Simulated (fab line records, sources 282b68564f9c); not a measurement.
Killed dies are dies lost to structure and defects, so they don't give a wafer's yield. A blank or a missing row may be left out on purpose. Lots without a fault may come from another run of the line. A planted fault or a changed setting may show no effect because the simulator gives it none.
Which tool did it? | flow rit_cmos | 12 lots, 36 wafers sampled, at 2 steps of a route of 202

WHAT THE GAUGES READ, wafer by wafer
The record holds no reading of a measuring or inspecting step that can be judged against a usual standard deviation.

WHICH TOOL RAN EACH LOT (tool, then ch and the chambers of the sampled wafers, then the start)
lot  | RIT_NLDD_IMPLANT_08            | RIT_M1_PROBE_99
L544 | implanter-03 ch 0, day 2 23:55 | -
L545 | implanter-03 ch 0, day 3 05:24 | -
L546 | implanter-02 ch 0, day 3 12:57 | -
L547 | implanter-03 ch 0, day 3 17:20 | -
L553 | implanter-02 ch 0, day 4 18:52 | -
L554 | implanter-02 ch 0, day 4 20:44 | prober-01, day 5 12:46
L560 | implanter-03 ch 0, day 6 02:26 | prober-01, day 6 18:40
L561 | implanter-04 ch 0, day 6 07:48 | -
L564 | implanter-03 ch 0, day 6 22:26 | -
L565 | implanter-03 ch 0, day 7 01:39 | -
L566 | implanter-03 ch 0, day 7 07:31 | -
L567 | implanter-04 ch 0, day 7 12:10 | -
- RIT_NLDD_IMPLANT_08
- RIT_M1_PROBE_99

WHAT THE TOOLS THEMSELVES READ (means of the sampled wafers that have a number; where no wafer has one, the mark that the record gives instead)
RIT_NLDD_IMPLANT_08.
lot  | tool         | beam_energy_keV
L544 | implanter-03 | 20.003
L545 | implanter-03 | 19.992
L546 | implanter-02 | 19.994
L547 | implanter-03 | 20.001
L553 | implanter-02 | 21.054
L554 | implanter-02 | 21.047
L560 | implanter-03 | 20.007
L561 | implanter-04 | 20.002
L564 | implanter-03 | 20.004
L565 | implanter-03 | 20.002
L566 | implanter-03 | 19.996
L567 | implanter-04 | 20.005

RIT_M1_PROBE_99.
lot  | tool      | killed_at_contacts | killed_at_front_end | killed_dies | killed_on_rim | killed_open | killed_short
L554 | prober-01 | 0.0                | 9                   | 9           | 2.7           | 4.3         | 5.0
L560 | prober-01 | 0.0                | 10                  | 10          | 4.0           | 5.7         | 4.3

THE ANSWER, worked out from the rows above alone
Rule: what is usual is taken from the lots themselves. Put in order of their means at a reading, lots are off if they are a third of the lots or fewer, leave a main group of 4 or more, and stand apart from it by a gap of 3 or more times the standard deviation of the main group's means; of several such gaps the widest counts. A main group whose means are all the same, to the digits that the tables above print for the reading, isn't used. A lot without any number at a reading at which 4 lots or more have one is off too. The other lots that the step has rows for count as sound. The gauges are gone through in route order, then the tools' own readings, and for those a lot's mean is taken as printed above. The first step at which some lot is off is used, and at that step the reading that is off furthest; a lot without a number counts as furthest.
Off: L553, L554, at RIT_NLDD_IMPLANT_08 (beam_energy_keV). The main group: mean 20.001, standard deviation 0.0047.
A tool fits if, at that step or a process step before it, it ran every lot that is off, and no sound lot after the first of them. One fits: implanter-02 at RIT_NLDD_IMPLANT_08. Its last sound lot is L546 (day 3 12:57), its first lot that is off L553 (day 4 18:52): a fault that began between those two fits.
The tool's own readings at RIT_NLDD_IMPLANT_08 bear it out: on the lots that are off they differ by more than 5 times the standard deviation of the sound lots' means. beam_energy_keV reads 21.050 there against 20.001 on the sound lots.

WHAT THE SIMULATOR HAD PUT IN
Process parameter drift: implanter-02, from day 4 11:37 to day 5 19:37, at RIT_NLDD_IMPLANT_08. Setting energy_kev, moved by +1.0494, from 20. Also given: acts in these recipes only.
Lots struck among those shown: L553, L554. The rule above found the same.
